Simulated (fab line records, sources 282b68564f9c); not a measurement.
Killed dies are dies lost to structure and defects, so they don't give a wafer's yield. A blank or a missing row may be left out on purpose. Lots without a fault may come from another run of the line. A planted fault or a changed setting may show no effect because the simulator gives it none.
A struck lot beside a sound one | flow rit_cmos | 15 steps out of a route of 202
Sound: wafers L524.2, L524.4, L524.5. Struck: wafers L531.2, L531.3, L531.4. The cause comes at the end.
At each step with rows: each side's tool, then ch and its chambers, then its first start. Under that, the readings that differ: sound wafers | struck wafers | difference of the means | sigmas: that difference in standard deviations of wafers without a fault.
alike: readings whose means differ by less than 2 such deviations, and words and numbers that are the same on both sides. not compared: withheld readings, readings that some wafer has no value for, bounds like >300 that may hide the same value, and numbers for which the record gives no deviation and whose values overlap.
The two part at a step that has a row with sigmas, a row that says differs or no value, or rows on one side only. Numbers that don't overlap but have no deviation are shown without sigmas and don't part them. A reading that every wafer of one side lacks parts them only if that side has two wafers or more.

RIT_ACTIVE_ETCH_13: etches Si3N4 in SF6, stops on SiO2, time 210 s, target depth 210 nm.
  sound on rie_diel-04 ch 2,3, day 2 17:11; struck on rie_diel-01 ch 0,1,2, day 4 04:43
  alike: drypump_motor_current_A, oes_product_au, run_length_s, throttle_valve_pct
  not compared: rf_hours_counter_h
RIT_ACTIVE_STRIP_14: strips in O2, time 180 s.
  sound on plasma_asher-04 ch 0,1, day 2 17:19; struck on plasma_asher-03 ch 0,1, day 4 04:51
  reading                     | sound       | struck      | difference | sigmas
  drypump_motor_current_A (A) | 6.9 6.9 5.8 | 5.2 5.2 5.2 | -1.3       | -2
  not compared: rf_hours_counter_h
RIT_ACTIVE_CD_MEAS_90: target cd 1400 nm.
  sound on cd_sem-01, day 2 17:31; struck on cd_sem-01, day 4 05:02
  alike: cd_nm
then, 4 steps without rows for these wafers: RIT_ACTIVE_CLEAN_15 (cleans in SC1, time 600 s); RIT_ACTIVE_CLEAN_16 (cleans in dHF, time 30 s); RIT_ACTIVE_CLEAN_17 (cleans in SC2, time 600 s); RIT_FOX1_OXIDATION_00 (target thk 350.7 nm, ox time 1130 s).
RIT_FOX1_THK_MEAS_01:
  sound on film_metro-02, day 2 19:21; struck on film_metro-01, day 4 07:27
  alike: FOX1_OXIDE_THK
then, 2 steps without rows for these wafers: RIT_FOX1_WET_ETCH_02 (etches SiO2 in BOE, target depth 350 nm, time 390 s); RIT_FOX2_OXIDATION_00 (target thk 350.7 nm, ox time 1130 s).
RIT_FOX2_THK_MEAS_01:
  sound on film_metro-04, day 2 20:50; struck on film_metro-04, day 4 09:01
  alike: FOX2_OXIDE_THK
then, 1 step without rows for these wafers: RIT_FOX2_CLEAN_02 (cleans in dHF, time 180 s).
RIT_FOX2_WET_ETCH_03: etches Si3N4 in H3PO4, target depth 195 nm, time 2700 s.
  sound on wet_bench-04 ch 1, day 2 20:57; struck on wet_bench-04 ch 1, day 4 09:07
  reading          | sound          | struck         | difference | sigmas
  run_length_s (s) | 2726 2726 2726 | 2555 2555 2555 | -171       | -52
RIT_FOX2_THK_MEAS_90:
  sound on film_metro-04, day 2 21:43; struck on film_metro-03, day 4 09:53
  alike: FIELD_OXIDE_LEFT_1_THK
RIT_M1_PROBE_99:
  sound on prober-01, day 4 16:16; struck on prober-02, day 6 01:53
  alike: killed_at_contacts, killed_at_front_end, killed_dies, killed_open, killed_short

WHERE THEY PART
First at RIT_ACTIVE_STRIP_14; last, within this record, at RIT_FOX2_WET_ETCH_03. Later steps at which nothing parts them and some readings are alike: RIT_FOX2_THK_MEAS_90, RIT_M1_PROBE_99.

WHY: what the simulator had put in
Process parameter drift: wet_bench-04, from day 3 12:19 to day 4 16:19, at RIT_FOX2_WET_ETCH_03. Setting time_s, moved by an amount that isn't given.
